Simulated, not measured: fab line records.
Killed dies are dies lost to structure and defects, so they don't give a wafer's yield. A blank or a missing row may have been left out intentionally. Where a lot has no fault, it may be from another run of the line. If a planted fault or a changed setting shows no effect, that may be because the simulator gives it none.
A lot that was struck, set against a sound lot    flow berkeleyCmos170    15 steps out of a route of 331
Sound: these wafers, L409.1, L409.4, L409.5. Struck: wafer L417.5 (left out: L417.3, L417.4 of the same lot, which were not struck); the cause appears at the end.
For every step that has rows: the tool of each side, followed by ch and its chambers, followed by its first start. Under that, the readings that differ: sound wafers    struck wafers    difference of the means    sigmas: that difference in standard deviations of wafers without a fault.
alike: readings with means less than 2 such deviations apart, plus words and numbers identical on both sides. not compared: withheld readings, readings lacking a value on some wafer, bounds such as >300 that could conceal the same value, and numbers that have no deviation in the record and whose values overlap.
A row with sigmas, a row that says differs or no value, or rows on one side alone: a step with any of these is where the two part. Numbers that don't overlap but have no deviation are shown without sigmas and don't part them. A reading missing from all wafers of one side parts the sides only when that side holds two or more wafers.

first, 3 steps without rows for these wafers: UCB170_BACKSIDE_HMDS_00 (prime time 60 s); UCB170_BACKSIDE_COAT_01 (resist thk 900 nm); UCB170_BACKSIDE_SOFTBAKE_02 (time 60 s).
UCB170_BACKSIDE_STRIP_03: strips in O2.
  sound on plasmaAsher-04 ch 0,1, day 6 19:44; struck on plasmaAsher-02 ch 1, day 8 11:17
  alike: drypumpMotorCurrentA, oesProductAu, stripTimeToEndpointS
  not compared: rfHoursCounterH
then, 1 step without rows for these wafers: UCB170_BACKSIDE_CLEAN_04 (cleans in SPM, time 600 s).
UCB170_SDANNEAL_RTA_00: time 10 s.
  sound on rtpAnneal-01 ch 0, day 6 20:04; struck on rtpAnneal-02 ch 0, day 8 11:34
  alike: lampPowerPct, wafer_temp_C_max
UCB170_SDANNEAL_RTA_01: time 5 s.
  sound on rtpAnneal-01 ch 0, day 6 20:07; struck on rtpAnneal-02 ch 0, day 8 11:37
reading           sound           struck  difference  sigmas
lampPowerPct (%)  33.1 33.1 33.1  34.6    +1.5        +2
  alike: wafer_temp_C_max
UCB170_SDANNEAL_RS_MEAS_02: uses a four-point probe to measure.
  sound on filmMetro-02, day 6 20:14; struck on filmMetro-03, day 8 11:42
  alike: PSD_RS
UCB170_SDANNEAL_RS_MEAS_03: uses a four-point probe to measure.
  sound on filmMetro-02, day 6 20:22; struck on filmMetro-03, day 8 11:49
reading          sound              struck  difference  sigmas
NSD_RS (ohm/sq)  37.17 37.14 37.32  37.47   +0.26       +3
UCB170_SDANNEAL_RS_MEAS_04: uses a four-point probe to measure.
  sound on filmMetro-02, day 6 20:29; struck on filmMetro-03, day 8 11:56
  alike: PLDD_RS
UCB170_SDANNEAL_RS_MEAS_05: uses a four-point probe to measure.
  sound on filmMetro-02, day 6 20:36; struck on filmMetro-03, day 8 12:04
  alike: NLDD_RS
then, 1 step without rows for these wafers: UCB170_SILICIDE_PRE_CLEAN_00 (preclean etch time 60 s).
UCB170_SILICIDE_SPUTTER_01: material Ti, target thk 30 nm, time 25 s.
  sound on pvdSputter-02, day 6 20:47; struck on pvdSputter-02, day 8 12:13
reading                 sound                 struck  difference  sigmas
chamberPressurePa (Pa)  0.5008 0.5005 0.4989  0.4833  -0.0168     -18
  alike: throttleValvePct
UCB170_SILICIDE_RS_MEAS_02: uses a four-point probe to measure.
  sound on filmMetro-04, day 6 20:49; struck on filmMetro-04, day 8 12:17
  alike: SILICIDE_TI_RS
UCB170_M3_PROBE_99:
  the record has rows for the sound wafers here (prober-01, day 7 19:23) and none for the struck ones

WHERE THEY PART
First at UCB170_SDANNEAL_RTA_01; last, within this record, at UCB170_M3_PROBE_99.

WHY: the cause the simulator had injected
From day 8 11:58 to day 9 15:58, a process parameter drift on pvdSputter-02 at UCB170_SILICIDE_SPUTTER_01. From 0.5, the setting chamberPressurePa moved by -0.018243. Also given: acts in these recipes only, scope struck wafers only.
